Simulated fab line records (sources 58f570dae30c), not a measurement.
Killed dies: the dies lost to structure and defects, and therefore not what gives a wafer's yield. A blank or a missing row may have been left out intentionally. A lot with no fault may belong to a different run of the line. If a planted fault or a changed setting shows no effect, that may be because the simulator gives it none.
fab line records | flow berkeley_cmos170
record: lots: 5 wafers: 23
route steps=331 shown NWELL@18 ACTIVE@68 SCREENOX@101 NVT@105 PVT@122 GATE@133
start_h: the number of hours between the record's first day and the start of the first shown wafer of the lot | wait_h: hours elapsed since this lot's preceding step | " as in the row above | L1.1+2: a single row standing in for several wafers | - no value present, or no start provided | * or withheld: withheld | < > ~ a bound
route shown NAME@n: NAME is a module with steps in the file, n the number in the route of the first one | usual: the fault-free wafers' mean and standard deviation | same: alike in all rows | chamber/n: place in a boat | sites: each site's reading | _std_site: how widely they spread, as a standard deviation | _edge_site: mean of outer sites minus mean of inner sites | radius_mm: how far each site lies from the wafer's centre | mask NAME#n: copy n | behind: tool/chamber where the wafer was last shaped | hold: why the lot went on hold/how many hours it stayed there/how the hold came to an end | device: names the non-switching transistor (n, p or np) | end of line: tests of these same wafers at the route's end | a step given without rows: its recipe and nothing more | killed: dies that structure and defects cost at the first sort, which is not the same as the wafer's yield | map: per-die view of a wafer (x killed, . not killed, _ where there is no die)
set.NAME: the setting the step ran with; set.NAME@STEP: the setting that earlier step ran with | model.NAME: the simulator's own value behind a step, which no gauge read
lots where settings were altered on purpose, with a table for each step and a row for each wafer
== steps ==
step: UCB170_NWELL_CVD_04
recipe: material: Si3N4 target_thk_nm: 224 temp_c: 800 precursor: SiH2Cl2/NH3 time_s: 3360 pressure_mtorr: 200 sih2cl2_flow_sccm: 25 nh3_flow_sccm: 75
columns lot.wafer tool chamber start_h wait_h set.temp_c model.Si3N4_of_NWELL_CVD_04.thk_nm
L075.1+4 - - - 0.0 800 223.3
L075.2 " - " " 800 224.1
L075.3 " - " " 800 225.5
L075.5 " - " " 800 224
L079.2 - - - 0.0 783.4 164.7
L079.3 " - " " 783.4 168
L079.4 " - " " 783.4 166.9
L079.5 " - " " 783.4 166.6
L079.6 " - " " 783.4 166.1
L082.1 - - - 0.0 800 224.6
L082.2 " - " " 800 223.5
L082.4 " - " " 800 225.3
L082.5 " - " " 800 224.9
L082.6 " - " " 800 225.7
L083.1 - - - 0.0 787.6 178.1
L083.2 " - " " 787.6 176.9
L083.3 " - " " 787.6 179.5
L083.4 " - " " 787.6 176.7
L083.6 " - " " 787.6 179.7
L084.1 lpcvd-01 0 83.12 0.6 800 218.8
L084.2 " 0 " " 800 217.5
L084.5 " 0 " " 800 219.3
step: UCB170_NWELL_THK_MEAS_05
recipe: reads: Si3N4_of_NWELL_CVD_04
usual: NWELL_NITRIDE_THK: 223.3/2.5
columns lot.wafer tool chamber start_h wait_h set.temp_c@NWELL_CVD_04 NWELL_NITRIDE_THK[nm]
L075.1 film_metro-04 - - - 800 223.2
L075.2 " - " " 800 224.2
L075.3 " - " " 800 225.4
L075.4 " - " " 800 223.4
L075.5 " - " " 800 223.9
L079.2 film_metro-03 - - - 783.4 164.6
L079.3 " - " " 783.4 168.0
L079.4 " - " " 783.4 166.8
L079.5 " - " " 783.4 166.8
L079.6 " - " " 783.4 166.1
L083.1 film_metro-04 - - - 787.6 178.1
L083.2 " - " " 787.6 177.0
L083.3 " - " " 787.6 179.5
L083.4 " - " " 787.6 176.6
L083.6 " - " " 787.6 179.8
L082.1 film_metro-04 - - - 800 224.5
L082.2 " - " " 800 223.3
L082.4 " - " " 800 225.2
L082.5 " - " " 800 225.0
L082.6 " - " " 800 225.7
L084.1 film_metro-04 - 85.10 0.1 800 218.7
L084.2 " - " " 800 217.4
L084.5 " - " " 800 219.4
step: UCB170_NWELL_HMDS_06
recipe: prime_time_s: 60 prime_temp_c: 100
step: UCB170_NWELL_COAT_07
recipe: resist: KrF spin_rpm: 1500 resist_thk_nm: 900
step: UCB170_NWELL_DEVELOP_11
recipe: developer: TMAH develop_time_s: 45 resist: KrF dev_temp_c: 21
step: UCB170_NWELL_ETCH_13
recipe: chemistry: CH3F/Ar/O2 target: Si3N4 stop_on: SiO2 CH3F_flow_sccm: 20 Ar_flow_sccm: 50 O2_flow_sccm: 7 pressure_mtorr: 50 rf_w: 450 target_depth_a: 2464 over_etch_frac: 0.1 time_s: 154
usual: oes_product_au: 0.943/0.014
columns lot.wafer tool chamber start_h wait_h set.temp_c@NWELL_CVD_04 oes_product_au model.etch.depth_nm
L075.1 rie_diel-04 3 44.84 0.0 800 0.952 223.3
L075.2 " 0 " " 800 0.962 -
L075.3 " 1 " " 800 0.959 -
L075.4 " 1 " " 800 0.946 223.3
L075.5 " 3 " " 800 0.961 -
L079.2 rie_diel-02 3 61.42 0.0 783.4 0.784 164.7
L079.3 " 0 " " 783.4 0.812 168
L079.4 " 2 " " 783.4 0.778 166.9
L079.5 " 0 " " 783.4 0.811 166.6
L079.6 " 3 " " 783.4 0.788 166.1
L083.1 rie_diel-02 2 78.21 0.0 787.6 0.815 178.1
L083.2 " 3 " " 787.6 0.820 176.9
L083.3 " 1 " " 787.6 0.821 179.5
L083.4 " 0 " " 787.6 0.830 176.7
L083.6 " 3 " " 787.6 0.830 179.7
L082.1 rie_diel-04 0 78.49 0.0 800 0.962 224.6
L082.2 " 2 " " 800 0.957 223.5
L082.4 " 1 " " 800 0.953 225.3
L082.5 " 3 " " 800 0.961 224.9
L082.6 " 0 " " 800 0.961 225.7
L084.1 rie_diel-04 1 86.17 0.0 800 0.941 218.8
L084.2 " 3 " " 800 0.937 217.5
L084.5 " 3 " " 800 0.941 219.3
step: UCB170_NWELL_IMPLANT_14
recipe: species: P dose_cm2: 1e+13 energy_kev: 150 tilt_deg: 7
columns lot.wafer tool chamber start_h wait_h set.dose_cm2
L075.1+4 implanter-03 0 44.94 0.1 1e+13
L075.2+3+5 " 0 " " 1.042e+13
L079.2+4+6 implanter-01 0 61.55 0.1 1.034e+13
L079.3+5 " 0 " " 1e+13
L083.1+4 implanter-02 0 78.31 0.1 1e+13
L083.2+3+6 " 0 " " 1.056e+13
L082.1+4 implanter-01 0 78.59 0.1 1e+13
L082.2+5+6 " 0 " " 1.074e+13
L084.1+2+5 implanter-01 0 86.27 0.1 1e+13
step: UCB170_NWELL_STRIP_15
recipe: chemistry: O2 power_w: 400 pressure_mtorr: 3500 platen_temp_c: withheld o2_flow_sccm: 400 overash_fraction: 0.5
step: UCB170_NWELL_TW_MEAS_16
usual: NWELL_TW: 1253/6.8
columns lot.wafer tool chamber start_h wait_h set.dose_cm2@NWELL_IMPLANT_14 NWELL_TW
L075.1 film_metro-04 - 45.19 0.1 1e+13 1245
L075.2 " - " " 1.042e+13 1266
L075.3 " - " " 1.042e+13 1261
L075.4 " - " " 1e+13 1256
L075.5 " - " " 1.042e+13 1269
L079.2 film_metro-03 - 61.79 0.1 1.034e+13 1271
L079.3 " - " " 1e+13 1263
L079.4 " - " " 1.034e+13 1275
L079.5 " - " " 1e+13 1260
L079.6 " - " " 1.034e+13 1267
L083.1 film_metro-03 - 78.56 0.1 1e+13 1259
L083.2 " - " " 1.056e+13 1283
L083.3 " - " " 1.056e+13 1284
L083.4 " - " " 1e+13 1263
L083.6 " - " " 1.056e+13 1281
L082.1 film_metro-03 - 78.84 0.1 1e+13 1258
L082.2 " - " " 1.074e+13 1286
L082.4 " - " " 1e+13 1255
L082.5 " - " " 1.074e+13 1287
L082.6 " - " " 1.074e+13 1286
L084.1 film_metro-04 - 86.52 0.1 1e+13 1254
L084.2 " - " " 1e+13 1252
L084.5 " - " " 1e+13 1262
step: UCB170_ACTIVE_COAT_08
recipe: resist: KrF spin_rpm: 1500 resist_thk_nm: 900
columns lot.wafer tool chamber start_h wait_h set.spin_rpm model.KrF_of_ACTIVE_COAT_08.thk_nm
L075.1 litho_track-02 0 102.02 0.1 1500 897.2
L075.2 " 0 " " 1586 874.7
L075.3 " 0 " " 1500 897.6
L075.4 " 0 " " 1586 878
L075.5 " 0 " " 1500 899.7
L079.2 litho_track-02 0 119.43 0.1 1500 899
L079.3 " 0 " " 1500 898
L079.4 " 0 " " 1500 900.7
L079.5 " 0 " " 1500 900.2
L079.6 " 0 " " 1500 899.2
L082.1 litho_track-03 0 128.79 0.1 1434 922.3
L082.2 " 0 " " 1434 925.3
L082.4 " 0 " " 1500 903.4
L082.5 " 0 " " 1500 901.1
L082.6 " 0 " " 1500 902.5
L083.1 litho_track-02 0 128.87 0.1 1500 900.6
L083.2 " 0 " " 1500 898.1
L083.3 " 0 " " 1587 875.8
L083.4 " 0 " " 1587 875.4
L083.6 " 0 " " 1500 899.5
L084.1 litho_track-02 0 141.91 0.1 1500 900
L084.2 " 0 " " 1500 904
L084.5 " 0 " " 1500 899.9
step: UCB170_ACTIVE_PEB_11
recipe: peb_temp_c: 130 peb_time_s: withheld resist: KrF
columns lot.wafer tool chamber start_h wait_h set.peb_temp_c
L075.1+2+3 litho_track-01 0 103.15 0.5 130
L075.4+5 " 0 " " 131.6
L079.2+3+4+5+6 litho_track-03 0 120.04 0.3 130
L082.1+2+4 litho_track-03 0 129.64 0.5 130
L082.5+6 " 0 " " 126.8
L083.1+2+3+4+6 litho_track-02 0 129.72 0.5 130
L084.1+2+5 litho_track-03 0 142.92 0.5 130
step: UCB170_ACTIVE_DEVELOP_12
recipe: developer: TMAH develop_time_s: 45 resist: KrF dev_temp_c: 21
step: UCB170_ACTIVE_CD_MEAS_13
recipe: target_cd_nm: 1200
usual: cd_nm: 1200.3/1
columns lot.wafer tool chamber start_h wait_h set.peb_temp_c@ACTIVE_PEB_11 cd_nm
L075.1 cd_sem-02 - 103.42 - 130 1198.9
L075.2 " - " " 130 1199.2
L075.3 " - " " 130 1200.8
L075.4 " - " " 131.6 1189.2
L075.5 " - " " 131.6 1189.2
L079.2 cd_sem-01 - 120.31 - 130 1199.1
L079.3 " - " " 130 1199.7
L079.4 " - " " 130 1199.8
L079.5 " - " " 130 1199.1
L079.6 " - " " 130 1200.1
L082.1 cd_sem-02 - 129.91 - 130 1199.7
L082.2 " - " " 130 1199.4
L082.4 " - " " 130 1198.0
L082.5 " - " " 126.8 1223.3
L082.6 " - " " 126.8 1222.8
L083.1 cd_sem-01 - 129.99 - 130 1200.6
L083.2 " - " " 130 1199.6
L083.3 " - " " 130 1199.4
L083.4 " - " " 130 1199.8
L083.6 " - " " 130 1198.8
L084.1 cd_sem-01 - 143.20 - 130 1200.4
L084.2 " - " " 130 1200.4
L084.5 " - " " 130 1200.6
step: UCB170_ACTIVE_ETCH_15
recipe: chemistry: CH3F/Ar/O2 target: Si3N4 stop_on: SiO2 CH3F_flow_sccm: 20 Ar_flow_sccm: 50 O2_flow_sccm: 7 pressure_mtorr: 50 rf_w: 450 target_depth_a: 2420 over_etch_frac: 0.1 time_s: 151
columns lot.wafer tool chamber start_h wait_h set.peb_temp_c@ACTIVE_PEB_11 model.ACTIVE.cd_nm
L075.1+2 rie_diel-02 3,0 103.58 0.0 130 1199
L075.3 " 2 " " 130 1201
L075.4+5 " 1,2 " " 131.6 1189
L079.2+5 rie_diel-01 1 120.45 0.0 130 1199
L079.3+4+6 " 0,0,3 " " 130 1200
L082.1+2 rie_diel-02 0,1 130.07 0.0 130 1200
L082.4 " 2 " " 130 1198
L082.5+6 " 0,3 " " 126.8 1223
L083.1 rie_diel-04 1 130.15 0.0 130 1201
L083.2+4 " 3,0 " " 130 1200
L083.3 " 2 " " 130 -
L083.6 " 0 " " 130 1199
L084.1+2 rie_diel-02 0,1 143.35 0.0 130 1200
L084.5 " 0 " " 130 1201
step: UCB170_ACTIVE_STRIP_16
recipe: chemistry: O2 power_w: 400 pressure_mtorr: 3500 platen_temp_c: withheld o2_flow_sccm: 400 overash_fraction: 0.5
usual: strip_time_to_endpoint_s: 18.11/0.057
columns lot.wafer tool chamber start_h wait_h set.spin_rpm@ACTIVE_COAT_08 strip_time_to_endpoint_s
L075.1 plasma_asher-03 1 103.68 0.1 1500 18.09
L075.2 " 0 " " 1586 17.47
L075.3 " 0 " " 1500 18.03
L075.4 " 1 " " 1586 17.55
L075.5 " 0 " " 1500 18.03
L079.2 plasma_asher-01 0 120.55 0.1 1500 18.06
L079.3 " 0 " " 1500 18.09
L079.4 " 1 " " 1500 18.11
L079.5 " 1 " " 1500 18.09
L079.6 " 0 " " 1500 18.09
L082.1 plasma_asher-01 1 130.17 0.1 1434 18.55
L082.2 " 0 " " 1434 18.60
L082.4 " 1 " " 1500 18.11
L082.5 " 1 " " 1500 18.03
L082.6 " 0 " " 1500 18.15
L083.1 plasma_asher-01 0 130.27 0.1 1500 18.06
L083.2 " 1 " " 1500 17.99
L083.3 " 1 " " 1587 17.49
L083.4 " 0 " " 1587 17.44
L083.6 " 0 " " 1500 18.02
L084.1 plasma_asher-02 0 143.46 0.1 1500 18.09
L084.2 " 1 " " 1500 18.20
L084.5 " 0 " " 1500 18.07
step: UCB170_ACTIVE_CD_MEAS_90
recipe: target_cd_nm: 1200
usual: cd_nm: 1200.3/1
columns lot.wafer tool chamber start_h wait_h set.peb_temp_c@ACTIVE_PEB_11 cd_nm
L075.1 cd_sem-01 - 103.78 0.1 130 1198.7
L075.2 " - " " 130 1199.3
L075.3 " - " " 130 1201.1
L075.4 " - " " 131.6 1189.1
L075.5 " - " " 131.6 1189.7
L079.2 cd_sem-01 - 120.67 0.1 130 1198.5
L079.3 " - " " 130 1199.8
L079.4 " - " " 130 1200.4
L079.5 " - " " 130 1199.1
L079.6 " - " " 130 1200.4
L082.1 cd_sem-02 - 130.27 0.1 130 1199.8
L082.2 " - " " 130 1199.5
L082.4 " - " " 130 1198.3
L082.5 " - " " 126.8 1222.9
L082.6 " - " " 126.8 1222.8
L083.1 cd_sem-02 - 130.39 0.1 130 1200.6
L083.2 " - " " 130 1200.1
L083.3 " - " " 130 1199.3
L083.4 " - " " 130 1199.5
L083.6 " - " " 130 1198.4
L084.1 cd_sem-01 - 143.69 0.2 130 1200.5
L084.2 " - " " 130 1200.2
L084.5 " - " " 130 1200.9
step: UCB170_SCREENOX_OXIDATION_01
recipe: temp_c: 900 ambient: O2 target_thk_a: 144 ox_time_s: 2400
columns lot.wafer tool chamber start_h wait_h set.ox_time_s model.SiO2_of_SCREENOX_OXIDATION_01.thk_nm
L075.1 - - - 2.4 2685 15.35
L075.2 " - " " 2685 15.36
L075.3 " - " " 2685 15.64
L075.4 " - " " 2685 15.76
L075.5 " - " " 2685 15.37
L079.2 - - - 4.8 2281 13.78
L079.3 " - " " 2281 13.93
L079.4 " - " " 2281 13.74
L079.5 " - " " 2281 13.8
L079.6 " - " " 2281 13.72
L082.1 - - - 2.5 2102 13.26
L082.2+5 " - " " 2102 13.23
L082.4 " - " " 2102 13.38
L082.6 " - " " 2102 13.32
L083.1 - - - 2.5 2400 14.09
L083.2 " - " " 2400 13.75
L083.3 " - " " 2400 14.23
L083.4 " - " " 2400 14.14
L083.6 " - " " 2400 13.84
L084.1 furnace-04 0 173.98 4.2 2400 14.53
L084.2 " 0 " " 2400 14.38
L084.5 " 0 " " 2400 14.3
step: UCB170_SCREENOX_THK_MEAS_02
recipe: reads: SiO2_of_SCREENOX_OXIDATION_01
usual: SCREENOX_OXIDE_THK: 14.25/0.22
columns lot.wafer tool chamber start_h wait_h set.ox_time_s@SCREENOX_OXIDATION_01 SCREENOX_OXIDE_THK[nm]
L075.1 film_metro-04 - - - 2685 15.35
L075.2 " - " " 2685 15.33
L075.3 " - " " 2685 15.64
L075.4 " - " " 2685 15.75
L075.5 " - " " 2685 15.37
L079.2 film_metro-04 - - - 2281 13.78
L079.3 " - " " 2281 13.89
L079.4 " - " " 2281 13.68
L079.5 " - " " 2281 13.77
L079.6 " - " " 2281 13.72
L082.1 film_metro-03 - - - 2102 13.26
L082.2 " - " " 2102 13.20
L082.4 " - " " 2102 13.33
L082.5 " - " " 2102 13.19
L082.6 " - " " 2102 13.32
L083.1 film_metro-02 - - - 2400 14.09
L083.2 " - " " 2400 13.72
L083.3 " - " " 2400 14.24
L083.4 " - " " 2400 14.14
L083.6 " - " " 2400 13.85
L084.1 film_metro-02 - 175.65 0.0 2400 14.54
L084.2 " - " " 2400 14.42
L084.5 " - " " 2400 14.28
step: UCB170_NVT_COAT_01
recipe: resist: KrF spin_rpm: 1500 resist_thk_nm: 900
columns lot.wafer tool chamber start_h wait_h set.spin_rpm model.KrF_of_NVT_COAT_01.thk_nm
L075.1 litho_track-01 0 139.70 0.1 1470 910.5
L075.2 " 0 " " 1500 901.3
L075.3 " 0 " " 1470 911.1
L075.4 " 0 " " 1500 901.9
L075.5 " 0 " " 1500 900.6
L079.2 litho_track-02 0 155.06 0.1 1500 897.5
L079.3 " 0 " " 1500 895.9
L079.4 " 0 " " 1585 869.8
L079.5 " 0 " " 1585 870.7
L079.6 " 0 " " 1500 897.2
L082.1 litho_track-02 0 165.26 0.1 1607 872.2
L082.2 " 0 " " 1500 900
L082.4 " 0 " " 1607 869.9
L082.5 " 0 " " 1607 871.5
L082.6 " 0 " " 1500 901.9
L083.1 litho_track-01 0 165.26 0.1 1500 897.5
L083.2 " 0 " " 1500 898.5
L083.3 " 0 " " 1597 872.7
L083.4 " 0 " " 1500 897.4
L083.6 " 0 " " 1597 868.5
L084.1 litho_track-04 0 181.21 0.1 1500 902
L084.2 " 0 " " 1500 902.5
L084.5 " 0 " " 1500 900.3
step: UCB170_NVT_SOFTBAKE_02
recipe: resist: KrF temp_c: 130 time_s: 60
step: UCB170_NVT_EXPOSE_03
recipe: mask_id: PWELL target_cd_nm: 3000 na: 0.5 sigma_outer: 0.6 source_shape: conventional dose_mj: 30
step: UCB170_NVT_IMPLANT_07
recipe: species: BF2 dose_cm2: 3e+12 energy_kev: 50 tilt_deg: 7
step: UCB170_NVT_STRIP_08
recipe: chemistry: O2 power_w: 400 pressure_mtorr: 3500 platen_temp_c: withheld o2_flow_sccm: 400 overash_fraction: 0.5
usual: strip_time_to_endpoint_s: 21.63/0.051
columns lot.wafer tool chamber start_h wait_h set.spin_rpm@NVT_COAT_01 strip_time_to_endpoint_s
L075.1 plasma_asher-04 1 140.92 0.1 1470 21.88
L075.2 " 0 " " 1500 21.65
L075.3 " 1 " " 1470 21.89
L075.4 " 0 " " 1500 21.67
L075.5 " 0 " " 1500 21.64
L079.2 plasma_asher-04 1 156.53 0.1 1500 21.57
L079.3 " 1 " " 1500 21.53
L079.4 " 0 " " 1585 20.92
L079.5 " 0 " " 1585 20.93
L079.6 " 1 " " 1500 21.58
L083.1 plasma_asher-03 0 166.27 0.1 1500 21.56
L083.2 " 1 " " 1500 21.58
L083.3 " 0 " " 1597 20.97
L083.4 " 1 " " 1500 21.57
L083.6 " 1 " " 1597 20.86
L082.1 plasma_asher-02 1 166.51 0.1 1607 20.96
L082.2 " 0 " " 1500 21.63
L082.4 " 1 " " 1607 20.90
L082.5 " 0 " " 1607 20.93
L082.6 " 1 " " 1500 21.68
L084.1 plasma_asher-02 0 182.53 0.1 1500 21.68
L084.2 " 1 " " 1500 21.68
L084.5 " 0 " " 1500 21.64
step: UCB170_PVT_IMPLANT_07
recipe: species: P dose_cm2: 2e+12 energy_kev: 30 tilt_deg: 7
columns lot.wafer tool chamber start_h wait_h set.dose_cm2
L075.1+2+4 implanter-02 0 142.49 0.0 1.868e+12
L075.3+5 " 0 " " 2e+12
L079.2+3+5 implanter-01 0 158.71 0.0 2e+12
L079.4+6 " 0 " " 1.92e+12
L083.1+3+6 implanter-01 0 167.59 0.0 2e+12
L083.2+4 " 0 " " 2.147e+12
L082.1+2+4+5+6 implanter-03 0 167.97 0.0 2e+12
L084.1+2+5 implanter-03 0 186.56 0.0 2e+12
step: UCB170_PVT_STRIP_08
recipe: chemistry: O2 power_w: 400 pressure_mtorr: 3500 platen_temp_c: withheld o2_flow_sccm: 400 overash_fraction: 0.5
step: UCB170_PVT_TW_MEAS_09
usual: PVT_TW: 510/3.1
columns lot.wafer tool chamber start_h wait_h set.dose_cm2@PVT_IMPLANT_07 PVT_TW
L075.1 film_metro-02 - 142.74 0.1 1.868e+12 502
L075.2 " - " " 1.868e+12 504
L075.3 " - " " 2e+12 511
L075.4 " - " " 1.868e+12 502
L075.5 " - " " 2e+12 512
L079.2 film_metro-02 - 158.95 0.1 2e+12 510
L079.3 " - " " 2e+12 515
L079.4 " - " " 1.92e+12 508
L079.5 " - " " 2e+12 514
L079.6 " - " " 1.92e+12 506
L083.1 film_metro-02 - 167.84 0.1 2e+12 513
L083.2 " - " " 2.147e+12 527
L083.3 " - " " 2e+12 511
L083.4 " - " " 2.147e+12 524
L083.6 " - " " 2e+12 510
L082.1 film_metro-04 - 168.22 0.1 2e+12 506
L082.2 " - " " 2e+12 508
L082.4 " - " " 2e+12 507
L082.5 " - " " 2e+12 506
L082.6 " - " " 2e+12 509
L084.1 film_metro-02 - 186.81 0.1 2e+12 511
L084.2 " - " " 2e+12 510
L084.5 " - " " 2e+12 512
step: UCB170_GATE_COAT_07
recipe: resist: KrF spin_rpm: 1500 resist_thk_nm: 900
columns lot.wafer tool chamber start_h wait_h set.spin_rpm model.KrF_of_GATE_COAT_07.thk_nm
L075.1+2 litho_track-02 0 - - 1500 903.7
L075.3 " 0 " " 1500 903.2
L075.4 " 0 " " 1500 900.1
L075.5 " 0 " " 1500 899.2
L079.2 litho_track-02 0 - - 1500 896.1
L079.3 " 0 " " 1562 881.8
L079.4 " 0 " " 1500 899.3
L079.5 " 0 " " 1562 881.3
L079.6 " 0 " " 1562 879.9
L082.1 litho_track-03 0 - - 1500 899.3
L082.2 " 0 " " 1500 903
L082.4 " 0 " " 1500 901.2
L082.5 " 0 " " 1500 900.1
L082.6 " 0 " " 1500 902.9
L083.1 litho_track-02 0 - - 1500 899.3
L083.2 " 0 " " 1453 911.9
L083.3 " 0 " " 1453 915.6
L083.4 " 0 " " 1500 898.3
L083.6 " 0 " " 1453 913.4
L084.1 litho_track-02 0 - - 1500 898.9
L084.2 " 0 " " 1500 897.7
L084.5 " 0 " " 1500 900.4
== key ==
split: step: UCB170_NWELL_CVD_04 setting: temp_c stated: 800 by: lot
response: step: UCB170_NWELL_CVD_04 reading: model.Si3N4_of_NWELL_CVD_04.thk_nm change: +27.8 per: 1% r: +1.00
response: step: UCB170_NWELL_THK_MEAS_05 reading: NWELL_NITRIDE_THK change: +27.8 per: 1% r: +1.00
response: step: UCB170_NWELL_ETCH_13 reading: oes_product_au change: +0.0788 per: 1% r: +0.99
response: step: UCB170_NWELL_ETCH_13 reading: model.etch.depth_nm change: +27.5 per: 1% r: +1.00
split: step: UCB170_NWELL_IMPLANT_14 setting: dose_cm2 stated: 1e+13 by: wafer
response: step: UCB170_NWELL_TW_MEAS_16 reading: NWELL_TW change: +3.8 per: 1% r: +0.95
split: step: UCB170_ACTIVE_COAT_08 setting: spin_rpm stated: 1500 by: wafer
response: step: UCB170_ACTIVE_COAT_08 reading: model.KrF_of_ACTIVE_COAT_08.thk_nm change: -4.16 per: 1% r: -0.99
response: step: UCB170_ACTIVE_STRIP_16 reading: strip_time_to_endpoint_s change: * per: 1% r: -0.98
split: step: UCB170_ACTIVE_PEB_11 setting: peb_temp_c stated: 130 by: wafer
response: step: UCB170_ACTIVE_CD_MEAS_13 reading: cd_nm change: -9.5 per: 1% r: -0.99
response: step: UCB170_ACTIVE_ETCH_15 reading: model.ACTIVE.cd_nm change: -9.45 per: 1% r: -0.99
response: step: UCB170_ACTIVE_CD_MEAS_90 reading: cd_nm change: -9.37 per: 1% r: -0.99
split: step: UCB170_SCREENOX_OXIDATION_01 setting: ox_time_s stated: 2400 by: lot
response: step: UCB170_SCREENOX_OXIDATION_01 reading: model.SiO2_of_SCREENOX_OXIDATION_01.thk_nm change: +0.0915 per: 1% r: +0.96
response: step: UCB170_SCREENOX_THK_MEAS_02 reading: SCREENOX_OXIDE_THK change: +0.0925 per: 1% r: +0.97
split: step: UCB170_NVT_COAT_01 setting: spin_rpm stated: 1500 by: wafer
response: step: UCB170_NVT_COAT_01 reading: model.KrF_of_NVT_COAT_01.thk_nm change: -4.33 per: 1% r: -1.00
response: step: UCB170_NVT_STRIP_08 reading: strip_time_to_endpoint_s change: * per: 1% r: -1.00
split: step: UCB170_PVT_IMPLANT_07 setting: dose_cm2 stated: 2e+12 by: wafer
response: step: UCB170_PVT_TW_MEAS_09 reading: PVT_TW change: +1.64 per: 1% r: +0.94
split: step: UCB170_GATE_COAT_07 setting: spin_rpm stated: 1500 by: wafer
response: step: UCB170_GATE_COAT_07 reading: model.KrF_of_GATE_COAT_07.thk_nm change: -4.29 per: 1% r: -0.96
